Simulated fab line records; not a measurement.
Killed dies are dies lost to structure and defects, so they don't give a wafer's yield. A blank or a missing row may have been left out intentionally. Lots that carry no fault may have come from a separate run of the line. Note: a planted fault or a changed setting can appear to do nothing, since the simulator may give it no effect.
Problem report in the 8D (eight disciplines) form, filled by code	flow rit cmos	the parts of the form that need people (team, actions taken, sign-off) are left out

== 1. THE PROBLEM ==
Mean of run length s at RIT_SPACER_ETCHBACK_05: 310.9 s across 3 wafers in 2 lots; on wafers with no fault it is 268.2 s (standard deviation 0.44). That puts it +97 standard deviations away from the usual mean.
The step: etches Si3N4 in SF6/CHF3, stops on SiO2, target depth 250 nm, time 240 s.
First observed at day 6 17:19: wafer L691.2, on rie diel-02. The record holds 18 wafers of 6 lots with a number at this step. Rule for "out" (also "out of limits"): further than 4 standard deviations from the usual mean. All remaining wafers that have a number are taken as sound.

== 2. WHAT THIS IS AND IS NOT ==
question	is	is not
which readings at this step	run length s, oes product au	SF6_flow_sccm, drypump motor current A, throttle valve pct
which lots	L691, L692	L677, L678, L693, L694
which wafers of those lots	L691.2, L692.2, L692.5	L691.4, L691.5, L692.3
read on which tools	rie diel-02	rie diel-01, rie diel-04
when	from day 6 17:19	up to then (8 sound wafers); but 7 sound wafers of L692, L693, L694 came after

== 3. SUSPECTS, AND WHAT RULES EACH OUT ==
Counting: if a tool at a process step up to the reading ran every lot that is out, it stays a suspect. Sound lots after the first of them don't rule it out here, since some wafers of a struck lot are sound.
- rie diel-02 at RIT_SPACER_ETCHBACK_05 (etches Si3N4 in SF6/CHF3, stops on SiO2, target depth 250 nm, time 240 s): kept. Every lot that is out went through it, the first being L691 (day 6 17:19); the last sound lot it ran before that was L677 (day 4 05:48). Out on those wafers are its own readings of oes product au, run length s.
- At RIT_SPACER_ETCHBACK_05, inside rie diel-02: chamber 3 took the wafers that are out, while their sound lot-mates went through chambers 0, 2.
After counting, what remains is rie diel-02 at RIT_SPACER_ETCHBACK_05.

== 4. THE CAUSE (what the simulator had put in) ==
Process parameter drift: rie diel-02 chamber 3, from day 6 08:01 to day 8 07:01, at RIT_SPACER_ETCHBACK_05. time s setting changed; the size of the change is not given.
After counting, this tool was the only one left.

== 5. THE EFFECT CHAIN, in route order ==
Each row: a reading where the mean over the struck wafers with a number is more than 3 standard deviations away from the usual. Only readings whose record carries a usual standard deviation are examined. hours: median over the lots of the time between each lot's start at the first step of this table that gives one and its start at this step. sigmas: the change, counted in usual standard deviations.
hours	step	reading	usual	on struck wafers	change	sigmas
0	RIT_SPACER_ETCHBACK_05	oes product au	0.847 a.u.	0.760	-0.087	-8.7
0	RIT_SPACER_ETCHBACK_05	run length s	268.2 s	310.9	+42.7	+97
Its process steps:
- RIT_SPACER_ETCHBACK_05: etches Si3N4 in SF6/CHF3, stops on SiO2, target depth 250 nm, time 240 s.
Later steps that measure or inspect, where all struck wafers having a row at the step show a number for every such reading and not one has moved that far: RIT_NSD_OVL_MEAS_06, RIT_NSD_TW_MEAS_10, RIT_PSD_OVL_MEAS_06, RIT_PSD_TW_MEAS_10, RIT_SDANNEAL_RS_MEAS_04, RIT_SDANNEAL_RS_MEAS_05, RIT_SDANNEAL_RS_MEAS_06.

== 6. HOW IT WOULD HAVE BEEN CAUGHT EARLIER ==
In this record the first reading out of limits was taken at day 6 17:19, 9 hours after the fault began at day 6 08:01.
